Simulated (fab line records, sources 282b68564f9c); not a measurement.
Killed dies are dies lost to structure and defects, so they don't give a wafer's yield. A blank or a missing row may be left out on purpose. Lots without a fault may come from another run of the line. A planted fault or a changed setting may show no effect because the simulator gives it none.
One fault seen from 2 desks | flow rit_cmos | each desk has only its own numbers; what lay behind them comes last

THE METROLOGY DESK
What the gauges read, lot by lot, whatever tool the lot ran on: means of the sampled wafers that have a number. A lot is out of limits, marked OUT, if its mean lies more than 4 standard deviations from the usual mean; the brackets give that distance.
Columns: A = PSD_RS at RIT_SDANNEAL_RS_MEAS_04, usual 115.98 ohm/sq; B = PLDD_RS at RIT_SDANNEAL_RS_MEAS_06, usual 178.8 ohm/sq
lot  | first seen here | A                | B
L315 | day 3 02:44     | 116.33           | 179.3
L317 | day 3 13:32     | 115.89           | 179.3
L319 | day 3 22:11     | 115.77           | 178.3
L320 | day 4 03:23     | 115.62           | 178.5
L321 | day 4 10:14     | 115.78           | 178.8
L322 | day 4 19:19     | 115.72           | 178.7
L323 | day 4 22:13     | 116.35           | 178.8
L324 | day 5 03:11     | 115.69           | 179.0
L326 | day 5 11:34     | 115.83           | 178.0
L328 | day 5 19:13     | 115.68           | 178.4
L330 | day 6 05:09     | 128.11 (+42) OUT | 191.7 (+26) OUT
L331 | day 6 08:39     | 116.05           | 179.0
L332 | day 6 15:06     | 127.71 (+40) OUT | 190.6 (+24) OUT
L337 | day 7 15:11     | 116.12           | 178.6
This desk's finding: out of limits on L330, L332; first on L330, day 6 05:09 (PSD_RS at RIT_SDANNEAL_RS_MEAS_04). In limits: L315, L317, L319, L320, L321, L322, L323, L324, L326, L328, L331, L337.

THE TOOL OWNER'S DESK: rtp_anneal-02
The tool's own readings at RIT_SDANNEAL_RTA_03 (time 5 s): means of the sampled wafers that have a number, for each lot that ran on this tool. A lot is out of limits, marked OUT, if its mean lies more than 4 standard deviations from the usual mean; the brackets give that distance.
Columns: A = anneal_temp_c_max at RIT_SDANNEAL_RTA_03, usual 1056.6; B = wafer_temp_C_max at RIT_SDANNEAL_RTA_03, usual 1053.5
lot  | first seen here | A      | B
L315 | day 3 02:41     | 1054.9 | 1054.3
L317 | day 3 13:28     | 1054.7 | 1052.0
L319 | day 3 22:07     | 1055.1 | 1053.9
L321 | day 4 10:10     | 1055.8 | 1053.1
L323 | day 4 22:10     | 1054.4 | 1052.7
L330 | day 6 05:05     | 1054.7 | 1053.3
L332 | day 6 15:01     | 1055.2 | 1053.5
This desk's finding: nothing out of limits on any of the 7 lots.

PUT TOGETHER
The metrology desk could have raised an alarm at day 6 05:09, on L330, L332.
The tool owner's desk saw nothing out of limits.
The tool owner's desk has L330, L332 on record, within its limits.
Of the lots named, all ran RIT_SDANNEAL_RTA_03 on rtp_anneal-02.

WHAT THE SIMULATOR HAD PUT IN
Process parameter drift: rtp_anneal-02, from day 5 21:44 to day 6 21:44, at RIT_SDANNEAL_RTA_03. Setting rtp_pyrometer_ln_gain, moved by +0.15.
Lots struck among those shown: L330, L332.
Hours from the fault's start to each desk's first reading out of limits: the metrology desk, 7.
